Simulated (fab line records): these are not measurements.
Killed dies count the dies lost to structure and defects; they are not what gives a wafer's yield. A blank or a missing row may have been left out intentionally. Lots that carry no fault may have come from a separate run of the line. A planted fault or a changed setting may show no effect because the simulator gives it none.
The tool behind it: which one? ; flow berkeleyCmos170 ; 15 lots, 45 wafers sampled, at 2 steps of a route of 331

WHAT THE GAUGES READ, wafer by wafer
The record holds no reading of a measuring or inspecting step that can be judged against a usual standard deviation.

EACH LOT AND THE TOOL THAT RAN IT (in order: tool; ch and the chambers of the sampled wafers; start)
lot;UCB170_NSD_STRIP_09;UCB170_BACKSIDE_STRIP_03
L681;plasmaAsher-01 ch 0,1, day 6 13:01;plasmaAsher-04 ch 0,1, day 6 13:48
L682;plasmaAsher-01 ch 1, day 6 22:23;plasmaAsher-01 ch 0,1, day 6 23:15
L684;plasmaAsher-02 ch 0,1, day 7 11:59;plasmaAsher-02 ch 0,1, day 7 13:16
L685;plasmaAsher-03 ch 0,1, day 7 12:07;plasmaAsher-01 ch 0,1, day 7 13:16
L686;plasmaAsher-03 ch 0,1, day 7 12:26;plasmaAsher-02 ch 0,1, day 7 13:43
L688;plasmaAsher-03 ch 0,1, day 8 04:34;plasmaAsher-02 ch 0,1, day 8 05:35
L687;plasmaAsher-01 ch 0,1, day 8 04:59;plasmaAsher-04 ch 0,1, day 8 06:15
L691;plasmaAsher-01 ch 0,1, day 8 14:23;plasmaAsher-04 ch 0,1, day 8 15:32
L689;plasmaAsher-02 ch 0,1, day 8 15:23;plasmaAsher-02 ch 0,1, day 8 16:51
L697;plasmaAsher-01 ch 0,1, day 9 19:27;plasmaAsher-02 ch 0,1, day 9 20:50
L699;plasmaAsher-02 ch 0,1, day 10 03:35;plasmaAsher-01 ch 0,1, day 10 04:24
L698;plasmaAsher-03 ch 0,1, day 10 03:49;plasmaAsher-04 ch 0,1, day 10 04:35
L701;plasmaAsher-02 ch 0,1, day 10 17:25;plasmaAsher-02 ch 0,1, day 10 18:13
L702;plasmaAsher-03 ch 0,1, day 10 17:31;plasmaAsher-04 ch 0,1, day 10 18:37
L703;plasmaAsher-03 ch 0,1, day 11 07:32;plasmaAsher-04 ch 0,1, day 11 08:20
- UCB170_NSD_STRIP_09: strips in O2.
- UCB170_BACKSIDE_STRIP_03: strips in O2.

AS READ BY THE TOOLS THEMSELVES (means over the sampled wafers that have a number; for cases with no such wafer, the mark the record gives instead)
UCB170_NSD_STRIP_09.
lot;tool;chamberPressureMTorr (mTorr);drypumpMotorCurrentA (A);oesProductAu (a.u.);stripTimeToEndpointS (s)
L681;plasmaAsher-01;3501.9;5.9;0.533;35.77
L682;plasmaAsher-01;3499.2;6.2;0.533;35.86
L684;plasmaAsher-02;3501.3;5.6;0.534;35.82
L685;plasmaAsher-03;3503.7;5.3;0.536;35.78
L686;plasmaAsher-03;3501.2;5.3;0.535;35.82
L688;plasmaAsher-03;-;-;-;-
L687;plasmaAsher-01;-;-;-;-
L691;plasmaAsher-01;-;-;-;-
L689;plasmaAsher-02;3501.2;5.7;0.530;35.84
L697;plasmaAsher-01;3497.4;5.9;0.531;35.82
L699;plasmaAsher-02;3499.9;5.7;0.536;35.83
L698;plasmaAsher-03;3500.6;5.3;0.530;35.92
L701;plasmaAsher-02;3499.1;6.0;0.529;35.86
L702;plasmaAsher-03;3499.8;5.3;0.530;35.92
L703;plasmaAsher-03;3499.7;5.3;0.536;35.85

UCB170_BACKSIDE_STRIP_03.
lot;tool;chamberPressureMTorr (mTorr);drypumpMotorCurrentA (A);oesProductAu (a.u.);stripTimeToEndpointS (s)
L681;plasmaAsher-04;3504;6.1;0.732;21.95
L682;plasmaAsher-01;3501;5.8;0.738;22.01
L684;plasmaAsher-02;3503;5.7;0.738;21.93
L685;plasmaAsher-01;3500;5.5;0.735;21.99
L686;plasmaAsher-02;3501;5.7;0.734;22.10
L688;plasmaAsher-02;3503;5.7;0.738;48.28
L687;plasmaAsher-04;3500;6.1;0.736;48.14
L691;plasmaAsher-04;3498;6.0;0.743;48.16
L689;plasmaAsher-02;3502;6.0;0.736;21.93
L697;plasmaAsher-02;3504;5.7;0.735;21.95
L699;plasmaAsher-01;3502;5.5;0.733;21.99
L698;plasmaAsher-04;3501;6.1;0.738;21.89
L701;plasmaAsher-02;3498;5.7;0.735;21.97
L702;plasmaAsher-04;3500;6.0;0.733;21.99
L703;plasmaAsher-04;3504;6.1;0.734;21.88

THE ANSWER, worked out from the rows above alone
Rule: what is usual is taken from the lots themselves. Put in order of their means at a reading, lots are off if they are a third of the lots or fewer, leave a main group of 4 or more, and stand apart from it by a gap of 3 or more times the standard deviation of the main group's means; of several such gaps the widest counts. If all means in a main group match to the digits the tables above print for the reading, that group is not used. Also off: a lot with no number at a reading for which 4 or more lots have one. Where the step has rows for the other lots, those lots are counted as sound. First the gauges in route order, then the tools' own readings, where a lot's mean is used as printed above. The first step at which some lot is off is used, and at that step the reading that is off furthest; a lot without a number counts as furthest.
Off, at UCB170_NSD_STRIP_09 on chamberPressureMTorr: L688, L687, L691. Without a number there: L688, L687, L691. The main group: mean 3500.4 mTorr, standard deviation 1.5.
If a tool, at that step or one of the process steps before it, ran each lot that is off and ran no sound lot following the first of them, it fits. None of those tried fits.

WHAT WAS PUT IN BY THE SIMULATOR
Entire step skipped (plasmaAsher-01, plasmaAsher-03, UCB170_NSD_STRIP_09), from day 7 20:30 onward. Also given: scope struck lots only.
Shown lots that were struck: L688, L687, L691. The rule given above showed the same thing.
